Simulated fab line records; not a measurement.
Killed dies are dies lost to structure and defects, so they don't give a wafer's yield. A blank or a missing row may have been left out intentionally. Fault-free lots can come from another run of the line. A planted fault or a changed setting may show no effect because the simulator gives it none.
Split-lot study ; flow rit cmos ; 5 lots, 23 wafers read, on a route of 202 steps

## ON THE SPLIT
At RIT_ACTIVE_OXIDATION_01 (target thk 46.8 nm, ox time 3360 s), the setting ox time s was moved away from the recipe's 3360 s on 15 of the 23 wafers read, by -9.7% to +13.8%. This setting was run at the recipe's value on the other wafers.

Split to reading: the file shows no intervening step.

## THE READING
ACTIVE_OXIDE_THK (nm), taken at RIT_ACTIVE_THK_MEAS_02. On this fab line, fault-free wafers typically give 47.0 nm with a standard deviation of 0.67 nm.

wafer;tool, chamber at the split;ox time s as run, s;against the recipe;ACTIVE_OXIDE_THK, nm;against lot-mates on the recipe
L075.2;-, -;3554;+5.8%;49.7;no lot-mate on the recipe
L075.3;-, -;3554;+5.8%;49.5;no lot-mate on the recipe
L075.4;-, -;3554;+5.8%;48.9;no lot-mate on the recipe
L075.5;-, -;3554;+5.8%;49.9;no lot-mate on the recipe
L075.6;-, -;3554;+5.8%;49.9;no lot-mate on the recipe
L076.2;furnace-03, 0;3360;recipe;47.4;-
L076.4;furnace-03, 0;3360;recipe;46.5;-
L076.5;furnace-03, 0;3360;recipe;47.3;-
L078.2;-, -;3035;-9.7%;44.7;no lot-mate on the recipe
L078.3;-, -;3035;-9.7%;43.9;no lot-mate on the recipe
L078.4;-, -;3035;-9.7%;43.5;no lot-mate on the recipe
L078.5;-, -;3035;-9.7%;44.1;no lot-mate on the recipe
L078.6;-, -;3035;-9.7%;44.0;no lot-mate on the recipe
L083.1;-, -;3360;recipe;46.7;-
L083.2;-, -;3360;recipe;46.4;-
L083.3;-, -;3360;recipe;46.3;-
L083.4;-, -;3360;recipe;46.2;-
L083.5;-, -;3360;recipe;46.2;-
L084.2;-, -;3825;+13.8%;52.0;no lot-mate on the recipe
L084.3;-, -;3825;+13.8%;52.1;no lot-mate on the recipe
L084.4;-, -;3825;+13.8%;52.6;no lot-mate on the recipe
L084.5;-, -;3825;+13.8%;51.4;no lot-mate on the recipe
L084.6;-, -;3825;+13.8%;51.4;no lot-mate on the recipe

FIT RESULTS
A straight line over all 23 wafers: ACTIVE_OXIDE_THK changes by +0.346 nm for each +1% of ox time s; r = +0.98; the points scatter about the line by 0.6 nm.
Too few moved wafers with a lot-mate on the recipe to fit a line net of each lot's own level.

## THE WHOLE CHAIN: every reading that the file lists as answering this split, in the file's order
step;what it does;reading;change (the file's fit);r (the file's)
RIT_ACTIVE_OXIDATION_01;target thk 46.8 nm, ox time 3360 s;SiO2_of_ACTIVE_OXIDATION_01.thk nm (the simulator's own value, which no gauge read);+0.345 nm for each +1% of the setting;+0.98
RIT_ACTIVE_THK_MEAS_02;;ACTIVE_OXIDE_THK;+0.346 for each +1% of the setting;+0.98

## FILE'S OWN FIT
ACTIVE_OXIDE_THK changes by +0.346 nm for each +1% of ox time s, r = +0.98.
